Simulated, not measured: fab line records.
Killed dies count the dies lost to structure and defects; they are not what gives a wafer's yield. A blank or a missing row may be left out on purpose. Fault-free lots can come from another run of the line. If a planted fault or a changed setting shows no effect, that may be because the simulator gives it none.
Which tool did it? -- flow berkeleyCmos170 -- 10 lots, 30 wafers sampled, at 5 steps of a route of 331

## WHAT THE GAUGES SHOWED, per wafer
UCB170_GATE_THK_MEAS_02.
lot,measured,on,GATE_OXIDE_THK (nm)
L355,day 7 06:51,filmMetro-04,6.38 6.32 6.23
L356,day 7 12:32,filmMetro-01,6.45 6.56 6.55
L357,day 7 20:02,filmMetro-03,6.43 6.42 6.51
L358,day 7 20:03,filmMetro-01,6.58 6.64 6.55
L359,day 7 20:04,filmMetro-04,6.25 6.31 6.46
L360,day 8 04:04,filmMetro-03,6.48 6.56 6.38
L362,day 8 04:06,filmMetro-04,6.62 6.73 6.72
L364,day 8 18:45,filmMetro-03,6.52 6.54 6.66
L374,day 10 16:38,filmMetro-04,6.49 6.41 6.51
L375,day 10 16:42,filmMetro-01,6.59 6.60 6.71

UCB170_M2_RS_MEAS_02: the measuring method here is four-point-probe.
lot,measured,on,M2_AL_RS (ohm/sq)
L355,day 8 18:22,filmMetro-02,0.0320 0.0320 0.0320
L356,day 9 03:30,filmMetro-02,0.0321 0.0317 0.0316
L357,day 9 08:04,filmMetro-04,0.0323 0.0321 0.0324
L358,day 9 09:34,filmMetro-01,0.0324 0.0329 0.0323
L359,day 9 07:07,filmMetro-02,0.0319 0.0314 0.0316
L360,day 9 17:43,filmMetro-02,0.0316 0.0324 0.0321
L362,day 9 19:33,filmMetro-04,0.0324 0.0326 0.0325
L364,day 10 07:53,filmMetro-01,0.0321 0.0323 0.0318
L374,day 12 11:27,filmMetro-04,0.0322 0.0323 0.0325
L375,day 12 11:58,filmMetro-01,0.0319 0.0318 0.0317

UCB170_M3_OVL_MEAS_16.
lot,measured,on,M3_OVL (nm)
L355,day 9 02:46,overlay-01,1 2 3
L356,day 9 11:03,overlay-01,13 -2 3
L357,day 9 15:56,overlay-02,6 1 3
L358,day 9 18:42,overlay-01,89 85 91
L359,day 9 15:06,overlay-02,-6 -7 -1
L360,day 10 02:41,overlay-01,6 -3 11
L362,day 10 04:30,overlay-01,86 83 88
L364,day 10 15:46,overlay-02,-5 -2 -5
L374,day 12 22:18,overlay-01,5 -3 0
L375,day 12 22:51,overlay-02,-4 4 3

## EACH LOT AND THE TOOL THAT RAN IT (in order: tool; ch and the chambers of the sampled wafers; start)
lot,UCB170_CONTACT_STRIP_06,UCB170_M3_EXPOSE_12
L355,"plasmaAsher-01 ch 1, day 8 08:14","krfScanner-02 ch 0, day 9 02:16"
L356,"plasmaAsher-04 ch 0,1, day 8 16:05","krfScanner-01 ch 0, day 9 10:33"
L357,"plasmaAsher-04 ch 0,1, day 9 00:14","krfScanner-02 ch 0, day 9 15:25"
L358,"plasmaAsher-01 ch 0,1, day 9 00:14","krfScanner-02 ch 0, day 9 17:54"
L359,"plasmaAsher-01 ch 0,1, day 8 22:29","krfScanner-02 ch 0, day 9 14:23"
L360,"plasmaAsher-04 ch 0,1, day 9 08:34","krfScanner-01 ch 0, day 10 01:19"
L362,"plasmaAsher-01 ch 0, day 9 10:31","krfScanner-02 ch 0, day 10 03:31"
L364,"plasmaAsher-01 ch 0,1, day 9 21:40","krfScanner-01 ch 0, day 10 15:03"
L374,"plasmaAsher-04 ch 0,1, day 11 22:35","krfScanner-01 ch 0, day 12 21:25"
L375,"plasmaAsher-03 ch 0,1, day 11 22:35","krfScanner-01 ch 0, day 12 21:54"
- UCB170_CONTACT_STRIP_06: strips in O2.
- UCB170_M3_EXPOSE_12: exposes mask METAL3, target cd 700 nm.

## WHAT THE TOOLS THEMSELVES READ (means of the sampled wafers that have a number; where no wafer has one, the mark that the record gives instead)
UCB170_CONTACT_STRIP_06.
lot,tool,drypumpMotorCurrentA (A),oesProductAu (a.u.),stripTimeToEndpointS (s)
L355,plasmaAsher-01,5.3,0.733,21.93
L356,plasmaAsher-04,5.1,0.734,22.03
L357,plasmaAsher-04,5.2,0.735,21.99
L358,plasmaAsher-01,5.3,0.737,21.99
L359,plasmaAsher-01,5.3,0.736,21.99
L360,plasmaAsher-04,5.1,0.733,21.97
L362,plasmaAsher-01,5.3,0.740,21.97
L364,plasmaAsher-01,5.3,0.734,22.03
L374,plasmaAsher-04,5.1,0.733,21.97
L375,plasmaAsher-03,6.0,0.732,22.01

UCB170_M3_EXPOSE_12.
lot,tool,focusOffsetNm (nm)
L355,krfScanner-02,-0.3
L356,krfScanner-01,-0.2
L357,krfScanner-02,0.9
L358,krfScanner-02,0.5
L359,krfScanner-02,-0.0
L360,krfScanner-01,-0.4
L362,krfScanner-02,-0.5
L364,krfScanner-01,-0.0
L374,krfScanner-01,0.3
L375,krfScanner-01,0.3

## THE ANSWER, worked out from the rows above alone
Rule: usual is defined by the lots themselves. The widest of any qualifying gaps counts: lots, ordered by their means at a reading, are off when they make up no more than a third of the lots, leave a main group of 4 or more, and stand apart from it by 3 or more times the standard deviation of that group's means. The tables above print the reading to a certain number of digits; a main group whose means all agree to those digits is not used. Also off: a lot with no number at a reading for which 4 or more lots have one. The other lots that the step has rows for count as sound. First the gauges in route order, then the tools' own readings, where a lot's mean is used as printed above. The first step at which some lot is off is used, and at that step the reading that is off furthest; a lot without a number counts as furthest.
Off: L358, L362, at UCB170_M3_OVL_MEAS_16 (M3_OVL). The main group: mean 1 nm, standard deviation 3.4.
A tool fits if, at a process step before that reading, it ran every lot that is off, and no sound lot after the first of them. Those tools and the gauges at UCB170_M3_OVL_MEAS_16 are tried in the same way. One candidate fits, namely krfScanner-02 at UCB170_M3_EXPOSE_12. Its last sound lot is L357 (day 9 15:25), its first lot that is off L358 (day 9 17:54): a fault that began between those two fits.

## WHAT THE SIMULATOR PUT IN
Scanner matching overlay: krfScanner-02, from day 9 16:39 on, at UCB170_M3_EXPOSE_12. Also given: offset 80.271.
Lots struck among those shown: L358, L362. Same finding as the rule above.
